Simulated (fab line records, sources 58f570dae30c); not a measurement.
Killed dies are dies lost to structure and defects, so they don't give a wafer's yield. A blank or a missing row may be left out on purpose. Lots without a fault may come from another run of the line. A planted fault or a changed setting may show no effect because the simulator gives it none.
Problem report in the 8D (eight disciplines) form, filled by code | flow berkeley_cmos170 | the parts of the form that need people (team, actions taken, sign-off) are left out

1. THE PROBLEM
PLDD_TW at UCB170_PLDD_TW_MEAS_11 reads a mean of 1080 on 6 wafers of 2 lots; wafers without a fault read 1006 with a standard deviation of 11. That is +6.8 standard deviations from the usual mean.
First seen on wafer L705.1, day 8 14:30, on film_metro-01. The record holds 42 wafers of 14 lots with a number at this step. Rule for "out", or "out of limits": more than 4 standard deviations from the usual mean. The other wafers with a number count as sound.

2. WHAT IT IS AND WHAT IT IS NOT
question                    | is                           | is not
which readings at this step | PLDD_TW                      | -
which lots                  | L705, L708                   | L698, L699, L700, L701, L704, L707, L710, L713, L714, L715, L719, L720
which wafers of those lots  | all that have a number       | -
read on which gauges        | film_metro-01, film_metro-04 | film_metro-03
when                        | from day 8 14:30             | up to then (15 sound wafers); but 21 sound wafers of L707, L710, L713, L714, L715, L719, L720 came after

3. SUSPECTS, AND WHAT RULES EACH OUT
Counting: a tool at a process step up to the reading stays a suspect if it ran every lot that is out and no sound lot after the first of them.
- the gauge at UCB170_PLDD_TW_MEAS_11: ruled out. The wafers that are out were read on 2 gauges (film_metro-01, film_metro-04).
- rie_diel-03 at UCB170_GATE_ETCH_14 (etches BARC in N2/H2): ruled out as a lasting fault. Sound lots L710, L714, L719 ran on it after its first lot that is out, L705 (day 8 11:57).
- implanter-03 at UCB170_PLDD_IMPLANT_09: kept. It ran every lot that is out, first L705 (day 8 14:15), and no sound lot after that; its last sound lot up to then is L700 (day 7 22:26). Its own readings are out on those wafers: beam_on_s, dose_ions_cm2.
Left after counting: implanter-03 at UCB170_PLDD_IMPLANT_09.

4. THE CAUSE (what the simulator had put in)
Process parameter drift: implanter-03, from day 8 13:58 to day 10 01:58, at UCB170_PLDD_IMPLANT_09. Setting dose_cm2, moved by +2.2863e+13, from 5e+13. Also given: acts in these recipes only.
Counting left only this tool.

5. THE CHAIN OF EFFECTS, in route order
Each row: a reading whose mean over the struck wafers that have a number lies more than 3 standard deviations from the usual. Only readings for which the record gives a usual standard deviation are gone through. hours: the time from each lot's start at the first step in this table that gives one to its start at this step, as a median over the lots. sigmas: the change in usual standard deviations.
hours | step                       | reading       | usual         | on struck wafers | change     | sigmas
0     | UCB170_PLDD_IMPLANT_09     | beam_on_s     | 10.2 s        | 14.0             | +3.8       | +8.2
0     | UCB170_PLDD_IMPLANT_09     | dose_ions_cm2 | 5.001e+13     | 7.289e+13        | +2.288e+13 | +99 or more
0     | UCB170_PLDD_TW_MEAS_11     | PLDD_TW       | 1006          | 1080             | +74        | +6.8
13    | UCB170_SDANNEAL_RS_MEAS_04 | PLDD_RS       | 1031.2 ohm/sq | 877.4            | -153.8     | -59
The process steps in it:
- UCB170_PLDD_IMPLANT_09

6. WHAT WOULD HAVE CAUGHT IT SOONER
In this record the first reading out of limits at a measuring or inspecting step was taken at day 8 14:30, 1 hour after the fault began at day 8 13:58.
The tool's own readings at UCB170_PLDD_IMPLANT_09 were out on every struck wafer that the step has a row for (beam_on_s, dose_ions_cm2): an alarm limit on them would have fired on the first of those.
Of the lots that are out (2), L708 began UCB170_PLDD_IMPLANT_09 on implanter-03 after day 8 14:30. A hold on the tool at that time would have spared it.
